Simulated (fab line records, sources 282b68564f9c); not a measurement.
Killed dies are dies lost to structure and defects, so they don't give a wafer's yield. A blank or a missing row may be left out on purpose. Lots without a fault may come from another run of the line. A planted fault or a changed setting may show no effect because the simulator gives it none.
A struck lot beside a sound one | flow rit_cmos | 22 steps out of a route of 202
Sound: wafers L415.1, L415.3, L415.4. Struck: wafers L425.1, L425.4, L425.6. The cause comes at the end.
At each step with rows: each side's tool, then ch and its chambers, then its first start. Under that, the readings that differ: sound wafers | struck wafers | difference of the means | sigmas: that difference in standard deviations of wafers without a fault.
alike: readings whose means differ by less than 2 such deviations, and words and numbers that are the same on both sides. not compared: withheld readings, readings that some wafer has no value for, bounds like >300 that may hide the same value, and numbers for which the record gives no deviation and whose values overlap.
The two part at a step that has a row with sigmas, a row that says differs or no value, or rows on one side only. Numbers that don't overlap but have no deviation are shown without sigmas and don't part them. A reading that every wafer of one side lacks parts them only if that side has two wafers or more.

first, 2 steps without rows for these wafers: RIT_NSD_HARDBAKE_07 (time 60 s); RIT_NSD_IMPLANT_08.
RIT_NSD_STRIP_09: strips in O2, time 180 s.
  sound on plasma_asher-01 ch 0,1, day 4 11:43; struck on plasma_asher-02 ch 0,1, day 6 12:17
  alike: drypump_motor_current_A
  not compared: rf_hours_counter_h
RIT_NSD_TW_MEAS_10:
  sound on film_metro-04, day 4 11:53; struck on film_metro-02, day 6 12:28
  reading | sound          | struck         | difference | sigmas
  NSD_TW  | 3081 3091 3070 | 3146 3127 3153 | +61        | +4
then, 6 steps without rows for these wafers: RIT_PSD_HMDS_00 (prime time 60 s); RIT_PSD_COAT_01 (resist thk 1000 nm); RIT_PSD_SOFTBAKE_02 (time 60 s); RIT_PSD_EXPOSE_03 (exposes mask M10, target cd 40900 nm); RIT_PSD_PEB_04; RIT_PSD_DEVELOP_05 (develop time 50 s).
RIT_PSD_OVL_MEAS_06:
  sound on overlay-02, day 4 12:52; struck on overlay-02, day 6 13:23
  alike: PSD_OVL
then, 1 step without rows for these wafers: RIT_PSD_HARDBAKE_07 (time 60 s).
RIT_PSD_IMPLANT_08:
  sound on implanter-02 ch 0, day 4 13:04; struck on implanter-04 ch 0, day 6 13:34
  reading       | sound                     | struck                       | difference | sigmas
  beam_on_s (s) | 14.6 14.3 14.6            | 31.3 30.7 31.4               | +16.6      | +10
  dose_ions_cm2 | 5.003e+15 5e+15 4.997e+15 | 8.82e+15 8.821e+15 8.824e+15 | +3.82e+15  | +99 or more
RIT_PSD_STRIP_09: strips in O2, time 180 s.
  sound on plasma_asher-03 ch 0,1, day 4 13:13; struck on plasma_asher-04 ch 0,1, day 6 13:43
  alike: drypump_motor_current_A
  not compared: rf_hours_counter_h
RIT_PSD_TW_MEAS_10:
  sound on film_metro-04, day 4 13:23; struck on film_metro-02, day 6 13:53
  reading | sound          | struck         | difference | sigmas
  PSD_TW  | 3366 3379 3385 | 3586 3577 3571 | +201       | +11
then, 3 steps without rows for these wafers: RIT_SDANNEAL_CLEAN_00 (cleans in SC1, time 600 s); RIT_SDANNEAL_CLEAN_01 (cleans in dHF, time 30 s); RIT_SDANNEAL_CLEAN_02 (cleans in SC2, time 600 s).
RIT_SDANNEAL_RTA_03: time 5 s.
  sound on rtp_anneal-01 ch 0, day 4 13:50; struck on rtp_anneal-01 ch 0, day 6 14:20
  alike: chamber_o2_ppm, wafer_temp_C_max
RIT_SDANNEAL_RS_MEAS_04: measures by four-point-probe.
  sound on film_metro-01, day 4 13:58; struck on film_metro-04, day 6 14:23
  reading         | sound                | struck               | difference | sigmas
  PSD_RS (ohm/sq) | 115.88 116.18 115.68 | 109.29 108.79 108.86 | -6.93      | -24
RIT_SDANNEAL_RS_MEAS_05: measures by four-point-probe.
  sound on film_metro-01, day 4 14:05; struck on film_metro-04, day 6 14:31
  alike: NSD_RS
RIT_M1_PROBE_99:
  sound on prober-01, day 4 21:26; struck on prober-02, day 6 21:58
  alike: killed_at_front_end, killed_dies, killed_open, killed_short

WHERE THEY PART
First at RIT_NSD_TW_MEAS_10; last, within this record, at RIT_SDANNEAL_RS_MEAS_04. Later steps at which nothing parts them and some readings are alike: RIT_SDANNEAL_RS_MEAS_05, RIT_M1_PROBE_99.

WHY: what the simulator had put in
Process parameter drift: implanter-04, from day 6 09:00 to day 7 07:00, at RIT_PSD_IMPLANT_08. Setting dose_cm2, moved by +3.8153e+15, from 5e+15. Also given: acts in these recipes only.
